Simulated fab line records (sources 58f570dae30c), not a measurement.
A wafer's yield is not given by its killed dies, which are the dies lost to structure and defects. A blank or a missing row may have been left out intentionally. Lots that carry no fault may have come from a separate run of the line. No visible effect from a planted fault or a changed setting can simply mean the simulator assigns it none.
Problem report, 8D (eight disciplines) form, completed by code || flow berkeley-cmos170 || the parts of the form that need people (team, actions taken, sign-off) are left out

## 1. PROBLEM STATEMENT
Across 6 wafers from 2 lots, PSD_TW at UCB170_PSD_TW_MEAS_10 averages 2441, while fault-free wafers read 2323 with a standard deviation of 26. Measured from the usual mean, that is +4.6 standard deviations.
The first sign was on wafer L715.3 at day 10 14:49, on film-metro-03. At this step, 42 wafers from 14 lots have a number in the record. The rule behind "out" and "out of limits": a value lying over 4 standard deviations away from the usual mean. The rest of the wafers with a number are treated as sound.

## 2. WHAT IT IS; WHAT IT IS NOT
{"question": "which readings at this step", "is": "PSD_TW", "is not": "-"}
{"question": "which lots", "is": "L715, L716", "is not": "L702, L703, L704, L705, L706, L707, L708, L709, L712, L713, L719, L722"}
{"question": "which wafers of those lots", "is": "all that have a number", "is not": "-"}
{"question": "read on which gauges", "is": "film-metro-01, film-metro-03", "is not": "film-metro-02"}
{"question": "when", "is": "from day 10 14:49", "is not": "up to then (30 sound wafers); but 6 sound wafers of L719, L722 came after"}

## 3. SUSPECTS, AND WHAT RULES EACH OUT
Counting: any tool at a process step up to the reading is kept as a suspect provided that every lot that is out went through it and no sound lot did after the first of them.
- ruled out: the gauge at UCB170_PSD_TW_MEAS_10. The wafers that are out were read on 2 gauges (film-metro-01, film-metro-03).
- implanter-03 at UCB170_PSD_IMPLANT_08: kept. It processed each lot that is out, first L715 at day 10 14:35, and no sound lot thereafter; up to then, the last sound lot it processed was L713 at day 10 14:00. Its own dose-ions-cm2, faraday-current-uA readings are out on those wafers.
The count leaves implanter-03 at UCB170_PSD_IMPLANT_08.

## 4. THE CAUSE (what the simulator had put in)
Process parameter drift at UCB170_PSD_IMPLANT_08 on implanter-03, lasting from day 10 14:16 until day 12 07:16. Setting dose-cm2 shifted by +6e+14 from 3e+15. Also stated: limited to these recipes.
After counting, this tool was the only one left.

## 5. THE CHAIN OF EFFECTS, in route order
Each row: a reading where the mean over the struck wafers with a number is more than 3 standard deviations away from the usual. Readings are gone through only where the record gives a usual standard deviation; hours: the median, over the lots, of the time from a lot's start at the first step in this table giving one to that lot's start at this step; sigmas: the change measured in usual standard deviations.
{"hours": 0, "step": "UCB170_PSD_IMPLANT_08", "reading": "dose-ions-cm2", "usual": 3e+15, "on struck wafers": 4e+15, "change": "+6e+14", "sigmas": "+99 or more"}
{"hours": 0, "step": "UCB170_PSD_IMPLANT_08", "reading": "faraday-current-uA", "usual": 9263, "on struck wafers": 11088, "change": "+1825", "sigmas": "+11"}
{"hours": 0, "step": "UCB170_PSD_STRIP_09", "reading": "oes-product-au", "usual": "0.600 a.u.", "on struck wafers": 0.573, "change": -0.027, "sigmas": -5.9}
{"hours": 0, "step": "UCB170_PSD_STRIP_09", "reading": "strip-time-to-endpoint-s", "usual": "29.38 s", "on struck wafers": 31.38, "change": "+2.00", "sigmas": "+22"}
{"hours": 0, "step": "UCB170_PSD_TW_MEAS_10", "reading": "PSD_TW", "usual": 2323, "on struck wafers": 2441, "change": "+118", "sigmas": "+4.6"}
{"hours": 5, "step": "UCB170_SDANNEAL_RS_MEAS_02", "reading": "PSD_RS", "usual": "75.5 ohm/sq", "on struck wafers": 65.9, "change": -9.6, "sigmas": -25}
The process steps in it:
- UCB170_PSD_IMPLANT_08
- UCB170_PSD_STRIP_09: strips in O2.
Later steps that measure or inspect, where all struck wafers having a row at the step show a number for every such reading and not one has moved that far: UCB170_NSD_OVL_MEAS_07.

## 6. WHAT WOULD HAVE CAUGHT IT SOONER
In this record the first reading out of limits at a measuring or inspecting step was taken at day 10 14:49, 1 hour after the fault began at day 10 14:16.
At UCB170_PSD_IMPLANT_08, the tool's own readings (dose-ions-cm2, faraday-current-uA) were out on each struck wafer the step has a row for, so an alarm limit on them would have fired on the first such wafer.
Of the lots that are out (2), L716 began UCB170_PSD_IMPLANT_08 on implanter-03 after day 10 14:49. It would have been spared by a hold on the tool at that moment.
